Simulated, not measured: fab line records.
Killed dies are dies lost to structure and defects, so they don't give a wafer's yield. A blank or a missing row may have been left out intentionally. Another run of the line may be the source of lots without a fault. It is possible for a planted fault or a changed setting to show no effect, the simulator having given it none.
Struck lot and sound lot, side by side | flow rit_cmos | 20 out of 202 route steps
Sound: wafers L769.1, L769.2, L769.3. Wafers L778.2, L778.4, L778.6 were the ones struck. The cause comes at the end.
For every step that has rows: the tool of each side, followed by ch and its chambers, followed by its first start. Under that, the readings that differ: sound wafers | struck wafers | difference of the means | sigmas: that difference in standard deviations of wafers without a fault.
alike: a reading whose means differ by less than 2 such deviations, as well as words and numbers matching on both sides. not compared: withheld readings; readings where some wafer has no value; bounds like >300 that might hide an equal value; numbers whose values overlap and for which the record gives no deviation.
A row with sigmas, a row that says differs or no value, or rows on one side alone: a step with any of these is where the two part. When numbers do not overlap yet have no deviation, they are printed without sigmas and do not part them. A reading missing from all wafers of one side parts the sides only when that side holds two or more wafers.

first, 2 steps without rows for these wafers: RIT_NWELL_HARDBAKE_07 (time 120 s); RIT_NWELL_IMPLANT_08.
RIT_NWELL_STRIP_09: strips in O2, time 180 s.
  sound on plasma_asher-04 ch 0,1, day 2 18:41; struck on plasma_asher-01 ch 0,1, day 4 14:28
  alike: drypump_motor_current_A
  not compared: rf_hours_counter_h
RIT_NWELL_TW_MEAS_10:
  sound on film_metro-04 at day 2 19:01; struck on film_metro-01 at day 4 14:38
  reading  | sound          | struck         | difference | sigmas
  NWELL_TW | 2159 2155 2155 | 2120 2122 2129 | -33        | -3
then, 6 steps without rows for these wafers: RIT_PWELL_HMDS_00 (prime time 60 s); RIT_PWELL_COAT_01 (resist thk 1300 nm); RIT_PWELL_SOFTBAKE_02 (time 60 s); RIT_PWELL_EXPOSE_03 (exposes mask M3, target cd 43700 nm); RIT_PWELL_PEB_04; RIT_PWELL_DEVELOP_05 (develop time 68 s).
RIT_PWELL_OVL_MEAS_06:
  sound on overlay-01 at day 2 19:57; struck on overlay-01 at day 4 15:42
  alike: PWELL_OVL
then, 1 step without rows for these wafers: RIT_PWELL_HARDBAKE_07 (time 120 s).
RIT_PWELL_IMPLANT_08:
  sound on implanter-02 ch 0, day 2 20:14; struck on implanter-02 ch 0, day 4 16:20
  alike: end_station_pressure_torr
RIT_PWELL_STRIP_09: strips in O2, time 180 s.
  sound on plasma_asher-02 ch 0,1, day 2 20:23; struck on plasma_asher-03 ch 0,1, day 4 16:27
  alike: drypump_motor_current_A
  not compared: rf_hours_counter_h
RIT_PWELL_TW_MEAS_10:
  sound on film_metro-01 at day 2 20:34; struck on film_metro-04 at day 4 16:38
  reading  | sound       | struck         | difference | sigmas
  PWELL_TW | 942 945 939 | 1198 1199 1191 | +254       | +39
then, 1 step without rows for these wafers: RIT_WELLDRIVE_ANNEAL_00 (time 14700 s).
RIT_WELLDRIVE_RS_MEAS_01: uses a four-point probe to measure.
  sound on film_metro-01 at day 3 03:08; struck on film_metro-04 at day 4 22:44
  alike: NWELL_RS
RIT_WELLDRIVE_RS_MEAS_02: uses a four-point probe to measure.
  sound on film_metro-01 at day 3 03:16; struck on film_metro-04 at day 4 22:51
  reading           | sound             | struck            | difference | sigmas
  PWELL_RS (ohm/sq) | 428.5 429.3 429.9 | 280.8 280.1 279.6 | -149.1     | -99 or more
then, 1 step without rows for these wafers: RIT_NRETRO_HMDS_00 (prime time 60 s).
RIT_M1_PROBE_99:
  the record has rows for the struck wafers here (prober-01, day 6 08:02) and none for the sound ones

== WHERE THEY PART ==
Earliest at RIT_NWELL_TW_MEAS_10; latest, in this record, at RIT_M1_PROBE_99.

WHY: whatever the simulator had introduced
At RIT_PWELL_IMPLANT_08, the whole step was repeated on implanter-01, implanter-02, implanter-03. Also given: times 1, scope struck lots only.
